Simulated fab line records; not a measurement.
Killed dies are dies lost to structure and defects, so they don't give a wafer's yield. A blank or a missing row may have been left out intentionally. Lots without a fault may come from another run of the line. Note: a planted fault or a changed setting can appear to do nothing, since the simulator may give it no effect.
Problem report in the 8D (eight disciplines) form, filled by code | flow rit cmos | the parts of the form that need people (team, actions taken, sign-off) are left out

1. WHAT WENT WRONG
Mean PWELL_TW at RIT_PWELL_TW_MEAS_10: 2022 over 6 wafers in 2 lots; fault-free wafers: 953, standard deviation 7.2. That is +99 or more standard deviations from the usual mean.
First seen on wafer L691.2, day 3 16:43, on film metro-03. Wafers with a number at this step in the record: 42, from 14 lots. The rule behind "out" and "out of limits": a value lying over 4 standard deviations away from the usual mean. The rest of the wafers with a number are treated as sound.

2. WHAT IT IS; WHAT IT IS NOT
question                    | is                           | is not
which readings at this step | PWELL_TW                     | -
which lots                  | L691, L693                   | L683, L684, L687, L696, L697, L698, L699, L700, L703, L704, L705, L706
which wafers of those lots  | all that have a number       | -
read on which gauges        | film metro-02, film metro-03 | film metro-04
when                        | from day 3 16:43             | up to then (9 sound wafers); but 27 sound wafers of L696, L697, L698, L699, L700, L703, L704, L705, L706 came after

3. SUSPECTS, AND WHAT RULES EACH OUT
Counting: any tool at a process step up to the reading is kept as a suspect provided that every lot that is out went through it and no sound lot did after the first of them.
- the gauge at RIT_PWELL_TW_MEAS_10 has been ruled out. Those wafers that are out were read across 2 gauges (film metro-02, film metro-03).
- litho track-03 at RIT_NWELL_COAT_01 (resist thk 1300 nm): ruled out as a lasting fault. Following L691 (day 3 13:49), the first lot on it that is out, the sound lots L705 were run on it.
Left after counting: nothing in the record.

4. THE CAUSE (what the simulator had put in)
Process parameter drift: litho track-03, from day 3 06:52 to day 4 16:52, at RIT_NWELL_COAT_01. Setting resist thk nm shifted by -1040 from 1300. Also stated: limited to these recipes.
It was ruled out by counting, in error; the rule expects a fault to strike all lots run on its tool from its start on, and this fault did not.

5. THE CHAIN OF EFFECTS, in route order
Each row: a reading where the mean over the struck wafers with a number is more than 3 standard deviations away from the usual. Only readings for which the record gives a usual standard deviation are gone through. hours: the time from each lot's start at the first step in this table that gives one to its start at this step, as a median over the lots. sigmas: the change in usual standard deviations.
hours | step                 | reading  | usual | on struck wafers | change | sigmas
0     | RIT_PWELL_TW_MEAS_10 | PWELL_TW | 953   | 2022             | +1069  | +99 or more

6. HOW IT WOULD HAVE BEEN CAUGHT EARLIER
The first out-of-limits reading at a measuring or inspecting step in this record came at day 3 16:43, 10 hours after the fault's start at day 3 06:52.
No tool reading at RIT_NWELL_COAT_01 that has a usual standard deviation in the record was out on any struck wafer, so an alarm limit of 4 standard deviations on those readings would not have fired.
